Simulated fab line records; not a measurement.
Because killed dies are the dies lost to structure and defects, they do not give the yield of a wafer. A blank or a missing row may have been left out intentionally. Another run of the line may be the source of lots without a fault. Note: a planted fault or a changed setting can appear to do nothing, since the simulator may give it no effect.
Which tool is to blame? / flow rit cmos / 14 lots, 42 wafers sampled, at 1 step of a route of 202

WHAT THE GAUGES SHOWED, per wafer
The record lacks any reading of a measuring or inspecting step that a usual standard deviation could be used to judge.

EACH LOT AND THE TOOL THAT RAN IT (in order: tool; ch and the chambers of the sampled wafers; start)
lot=L478; RIT_PLDD_IMPLANT_08=implanter-01 ch 0, day 2 20:32
lot=L479; RIT_PLDD_IMPLANT_08=implanter-02 ch 0, day 3 00:40
lot=L480; RIT_PLDD_IMPLANT_08=implanter-03 ch 0, day 3 04:32
lot=L482; RIT_PLDD_IMPLANT_08=implanter-02 ch 0, day 3 16:06
lot=L483; RIT_PLDD_IMPLANT_08=implanter-01 ch 0, day 3 21:30
lot=L484; RIT_PLDD_IMPLANT_08=implanter-03 ch 0, day 4 01:22
lot=L486; RIT_PLDD_IMPLANT_08=implanter-02 ch 0, day 4 12:25
lot=L487; RIT_PLDD_IMPLANT_08=implanter-01 ch 0, day 4 18:55
lot=L488; RIT_PLDD_IMPLANT_08=implanter-02 ch 0, day 5 01:21
lot=L493; RIT_PLDD_IMPLANT_08=implanter-02 ch 0, day 5 22:48
lot=L496; RIT_PLDD_IMPLANT_08=implanter-03 ch 0, day 6 13:24
lot=L498; RIT_PLDD_IMPLANT_08=implanter-03 ch 0, day 6 22:19
lot=L499; RIT_PLDD_IMPLANT_08=implanter-03 ch 0, day 7 05:47
lot=L500; RIT_PLDD_IMPLANT_08=implanter-03 ch 0, day 7 09:59
- RIT_PLDD_IMPLANT_08

WHAT THE TOOLS THEMSELVES READ (means of the sampled wafers that have a number; where no wafer has one, the mark that the record gives instead)
RIT_PLDD_IMPLANT_08. Usual: beam energy keV reads 19.999 (standard deviation 0.006).
lot=L478; tool=implanter-01; beam energy keV=20.006; flag=
lot=L479; tool=implanter-02; beam energy keV=20.001; flag=
lot=L480; tool=implanter-03; beam energy keV=20.001; flag=
lot=L482; tool=implanter-02; beam energy keV=19.994; flag=
lot=L483; tool=implanter-01; beam energy keV=20.001; flag=
lot=L484; tool=implanter-03; beam energy keV=19.994; flag=
lot=L486; tool=implanter-02; beam energy keV=19.997; flag=
lot=L487; tool=implanter-01; beam energy keV=19.996; flag=
lot=L488; tool=implanter-02; beam energy keV=20.216; flag=OFF
lot=L493; tool=implanter-02; beam energy keV=20.218; flag=OFF
lot=L496; tool=implanter-03; beam energy keV=20.006; flag=
lot=L498; tool=implanter-03; beam energy keV=19.993; flag=
lot=L499; tool=implanter-03; beam energy keV=20.008; flag=
lot=L500; tool=implanter-03; beam energy keV=20.002; flag=

THE ANSWER, worked out from the rows above alone
Rule: a lot counts as off when the mean over its wafers that have a number is more than 3 standard deviations away from the usual mean. A lot without any number at a reading at which 4 lots or more have one is off too. Any other lot the step has rows for is counted as sound. First the gauges in route order, then the tools' own readings, where a lot's mean is used as printed above. The first step at which some lot is off is used, and at that step the reading that is off furthest; a lot without a number counts as furthest.
Off at RIT_PLDD_IMPLANT_08 (beam energy keV): L488, L493.
A tool fits if, at that step or a process step before it, it ran every lot that is off, and no sound lot after the first of them. One fits: RIT_PLDD_IMPLANT_08 on implanter-02. Its last sound lot is L486 (day 4 12:25), its first lot that is off L488 (day 5 01:21): a fault that began between those two fits.
On the lots that are off, the tool's own readings at RIT_PLDD_IMPLANT_08 differ by more than 5 times the standard deviation of the sound lots' means, which bears it out; beam energy keV reads 20.217 there versus 20.000 on the sound lots.

WHAT HAD BEEN PUT IN BY THE SIMULATOR
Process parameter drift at RIT_PLDD_IMPLANT_08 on implanter-02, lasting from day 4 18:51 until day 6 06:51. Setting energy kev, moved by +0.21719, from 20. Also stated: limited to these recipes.
Shown lots that were struck: L488, L493. The rule above reached the same finding.
